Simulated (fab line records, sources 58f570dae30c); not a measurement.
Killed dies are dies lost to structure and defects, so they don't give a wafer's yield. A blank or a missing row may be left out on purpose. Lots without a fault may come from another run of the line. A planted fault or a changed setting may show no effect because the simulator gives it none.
Which tool did it? | flow berkeley_cmos170 | 7 lots, 21 wafers sampled, at 3 steps of a route of 331

WHAT THE GAUGES READ, wafer by wafer
UCB170_PSD_TW_MEAS_10.
lot  | measured     | on            | PSD_TW
L610 | day 8 17:45  | film_metro-03 | 2328 2332 2336
L615 | day 10 05:03 | film_metro-04 | 2334 2351 2359
L614 | day 10 06:02 | film_metro-04 | 2353 2352 2346
L616 | day 10 06:20 | film_metro-04 | 2351 2345 2347
L620 | day 10 14:29 | film_metro-01 | 2082 2074 2079
L623 | day 11 06:20 | film_metro-01 | 2315 2330 2309
L628 | day 12 12:57 | film_metro-03 | 2324 2317 2321

WHICH TOOL RAN EACH LOT (tool, then ch and the chambers of the sampled wafers, then the start)
lot  | UCB170_PSD_IMPLANT_08           | UCB170_PSD_STRIP_09
L610 | implanter-03 ch 0, day 8 17:30  | plasma_asher-03 ch 1, day 8 17:39
L615 | implanter-03 ch 0, day 10 04:49 | plasma_asher-03 ch 0,1, day 10 04:56
L614 | implanter-03 ch 0, day 10 05:47 | plasma_asher-02 ch 0,1, day 10 05:56
L616 | implanter-03 ch 0, day 10 06:05 | plasma_asher-02 ch 0,1, day 10 06:13
L620 | implanter-03 ch 0, day 10 14:15 | plasma_asher-03 ch 0,1, day 10 14:23
L623 | implanter-01 ch 0, day 11 06:07 | plasma_asher-02 ch 0,1, day 11 06:15
L628 | implanter-01 ch 0, day 12 12:42 | plasma_asher-03 ch 0,1, day 12 12:51
- UCB170_PSD_IMPLANT_08
- UCB170_PSD_STRIP_09: strips in O2.

THE ANSWER, worked out from the rows above alone
Rule: what is usual is taken from the lots themselves. Put in order of their means at a reading, lots are off if they are a third of the lots or fewer, leave a main group of 4 or more, and stand apart from it by a gap of 3 or more times the standard deviation of the main group's means; of several such gaps the widest counts. A main group whose means are all the same, to the digits that the tables above print for the reading, isn't used. A lot without any number at a reading at which 4 lots or more have one is off too. The other lots that the step has rows for count as sound.
Off: L620, at UCB170_PSD_TW_MEAS_10 (PSD_TW). The main group: mean 2336, standard deviation 13.
A tool fits if, at a process step before that reading, it ran every lot that is off, and no sound lot after the first of them. The gauges at UCB170_PSD_TW_MEAS_10 are tried like those tools. One fits: implanter-03 at UCB170_PSD_IMPLANT_08. Its last sound lot is L616 (day 10 06:05), its first lot that is off L620 (day 10 14:15): a fault that began between those two fits.

WHAT THE SIMULATOR HAD PUT IN
Process parameter drift: implanter-03, from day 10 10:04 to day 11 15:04, at UCB170_PSD_IMPLANT_08. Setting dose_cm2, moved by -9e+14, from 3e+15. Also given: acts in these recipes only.
Lots struck among those shown: L620. The rule above found the same.
